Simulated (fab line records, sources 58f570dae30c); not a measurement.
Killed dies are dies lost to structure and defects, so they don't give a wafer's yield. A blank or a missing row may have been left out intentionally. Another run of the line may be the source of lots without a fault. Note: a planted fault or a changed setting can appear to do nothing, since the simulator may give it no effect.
Which tool was responsible?	flow berkeley cmos170	42 wafers from 14 lots sampled at 5 of the route's 331 steps

WHAT THE GAUGES SHOWED, per wafer
UCB170_PVT_TW_MEAS_09.
lot	measured	on	PVT_TW
L659	day 6 02:37	film metro-01	505.4 506.6 507.8
L661	day 6 23:52	film metro-01	509.7 506.7 506.7
L663	day 7 00:13	film metro-04	511.3 512.4 510.6
L662	day 7 00:29	film metro-04	508.1 509.9 509.2
L666	day 8 03:20	film metro-04	510.8 508.9 508.0
L665	day 8 04:04	film metro-04	507.3 503.9 506.2
L667	day 8 04:40	film metro-04	505.7 508.0 505.9
L669	day 8 17:04	film metro-04	30.7 30.5 30.7
L671	day 9 05:40	film metro-01	30.7 30.8 30.7
L674	day 10 01:06	film metro-04	505.5 507.3 507.0
L675	day 10 10:37	film metro-01	509.1 509.9 509.5
L677	day 10 18:16	film metro-04	507.4 506.9 506.7
L679	day 10 18:32	film metro-01	508.1 508.0 506.0
L681	day 11 06:04	film metro-04	505.5 505.3 511.1

UCB170_V1_THK_MEAS_04.
lot	measured	on	V1_POLISHED_THK (nm)
L659	day 7 23:54	film metro-04	999.5 1001.5 1000.0
L661	day 8 17:19	film metro-02	1001.4 999.2 1001.2
L663	day 8 18:39	film metro-01	1002.0 1000.9 1000.6
L662	day 8 18:38	film metro-02	1001.1 997.5 1000.0
L666	day 9 22:35	film metro-01	999.8 999.2 1000.8
L665	day 9 20:57	film metro-04	1000.2 1000.0 999.3
L667	day 9 22:17	film metro-04	999.4 998.8 999.9
L669	day 10 13:37	film metro-01	1000.5 999.1 999.6
L671	day 11 03:48	film metro-04	1000.8 999.4 1000.6
L674	day 11 15:25	film metro-04	1000.6 1000.7 1000.0
L675	day 12 06:50	film metro-01	999.9 1001.3 1000.0
L677	day 12 12:03	film metro-04	1000.1 999.6 1001.7
L679	day 12 13:22	film metro-04	998.0 998.9 997.5
L681	day 13 01:46	film metro-04	1000.3 1000.9 1001.4

UCB170_M2_THK_MEAS_03: measures by xrf.
lot	measured	on	M2_AL_THK (nm)
L659	day 8 02:54	film metro-03	903 899 894
L661	day 8 21:28	film metro-01	908 901 905
L663	day 8 22:34	film metro-01	896 893 899
L662	day 8 21:41	film metro-04	926 920 917
L666	day 10 01:14	film metro-01	895 900 898
L665	day 9 23:01	film metro-04	893 901 891
L667	day 10 01:05	film metro-03	910 899 905
L669	day 10 15:53	film metro-01	888 908 911
L671	day 11 05:58	film metro-01	918 922 905
L674	day 11 17:20	film metro-03	911 921 919
L675	day 12 08:55	film metro-04	902 905 897
L677	day 12 14:19	film metro-04	906 901 906
L679	day 12 15:43	film metro-03	917 914 898
L681	day 13 03:47	film metro-03	922 917 922

TOOL THAT RAN EACH LOT (tool first, then ch and the chambers of the sampled wafers, then the start)
lot	UCB170_PVT_DEVELOP_05	UCB170_NSD_STRIP_09
L659	litho track-02 ch 0, day 6 02:00	plasma asher-03 ch 0,1, day 7 11:31
L661	litho track-04 ch 0, day 6 23:00	plasma asher-04 ch 0,1, day 8 05:06
L663	litho track-03 ch 0, day 6 23:00	plasma asher-04 ch 0,1, day 8 04:44
L662	litho track-03 ch 0, day 7 00:00	plasma asher-03 ch 0,1, day 8 05:00
L666	litho track-02 ch 0, day 8 02:00	plasma asher-04 ch 0,1, day 9 10:34
L665	litho track-02 ch 0, day 8 03:00	plasma asher-03 ch 1, day 9 10:10
L667	litho track-03 ch 0, day 8 04:00	plasma asher-04 ch 0,1, day 9 10:13
L669	litho track-03 ch 0, day 8 16:00	plasma asher-04 ch 1, day 10 01:20
L671	litho track-03 ch 0, day 9 05:00	plasma asher-02 ch 0,1, day 10 15:33
L674	litho track-02 ch 0, day 10 00:00	plasma asher-02 ch 0,1, day 11 04:46
L675	litho track-04 ch 0, day 10 10:00	plasma asher-03 ch 0,1, day 11 16:57
L677	litho track-04 ch 0, day 10 17:00	plasma asher-02 ch 1, day 12 01:29
L679	litho track-04 ch 0, day 10 18:00	plasma asher-02 ch 0, day 12 01:55
L681	litho track-02 ch 0, day 11 05:00	plasma asher-03 ch 0,1, day 12 14:22
- UCB170_PVT_DEVELOP_05: develop time 45 s.
- UCB170_NSD_STRIP_09: strips in O2.

AS READ BY THE TOOLS THEMSELVES (means over the sampled wafers that have a number; for cases with no such wafer, the mark the record gives instead)
UCB170_PVT_DEVELOP_05.
lot	tool	resist line temp C (C)
L659	litho track-02	23.04
L661	litho track-04	23.22
L663	litho track-03	22.86
L662	litho track-03	22.86
L666	litho track-02	22.88
L665	litho track-02	22.91
L667	litho track-03	22.74
L669	litho track-03	22.99
L671	litho track-03	23.04
L674	litho track-02	22.96
L675	litho track-04	22.95
L677	litho track-04	23.02
L679	litho track-04	22.97
L681	litho track-02	23.05

UCB170_NSD_STRIP_09.
lot	tool	drypump motor current A (A)	oes product au (a.u.)	strip time to endpoint s (s)
L659	plasma asher-03	5.60	0.538	35.74
L661	plasma asher-04	5.93	0.535	35.60
L663	plasma asher-04	5.79	0.541	35.60
L662	plasma asher-03	5.57	0.538	35.60
L666	plasma asher-04	5.92	0.535	35.60
L665	plasma asher-03	5.57	0.541	35.65
L667	plasma asher-04	5.91	0.535	35.47
L669	plasma asher-04	6.06	0.541	35.64
L671	plasma asher-02	5.93	0.541	35.63
L674	plasma asher-02	6.16	0.540	35.68
L675	plasma asher-03	5.60	0.539	35.54
L677	plasma asher-02	5.75	0.532	35.76
L679	plasma asher-02	6.36	0.539	35.53
L681	plasma asher-03	5.60	0.536	35.53

THE ANSWER, worked out from the rows above alone
Rule: usual is defined by the lots themselves. The widest of any qualifying gaps counts: lots, ordered by their means at a reading, are off when they make up no more than a third of the lots, leave a main group of 4 or more, and stand apart from it by 3 or more times the standard deviation of that group's means. The tables above print the reading to a certain number of digits; a main group whose means all agree to those digits is not used. A lot without any number at a reading at which 4 lots or more have one is off too. Where the step has rows for the other lots, those lots are counted as sound. The gauges are gone through in route order, then the tools' own readings, and for those a lot's mean is taken as printed above. At the first step where some lot is off, the reading lying furthest off is the one used; lots without a number count as furthest.
Off: L669, L671, at UCB170_PVT_TW_MEAS_09 (PVT_TW). Main group: mean 507.8, sd 1.6.
A tool fits if, at a process step before that reading, it ran every lot that is off, and no sound lot after the first of them. Gauges at UCB170_PVT_TW_MEAS_09: tried the same way as those tools. One candidate fits, namely litho track-03 at UCB170_PVT_DEVELOP_05. Its last sound lot is L667 (day 8 04:00), its first lot that is off L669 (day 8 16:00): a fault that began between those two fits.

WHAT THE SIMULATOR HAD PUT IN
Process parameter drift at UCB170_PVT_DEVELOP_05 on litho track-03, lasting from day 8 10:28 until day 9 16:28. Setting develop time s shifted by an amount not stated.
Lots struck among those shown: L669, L671. This agrees with what the rule above found.
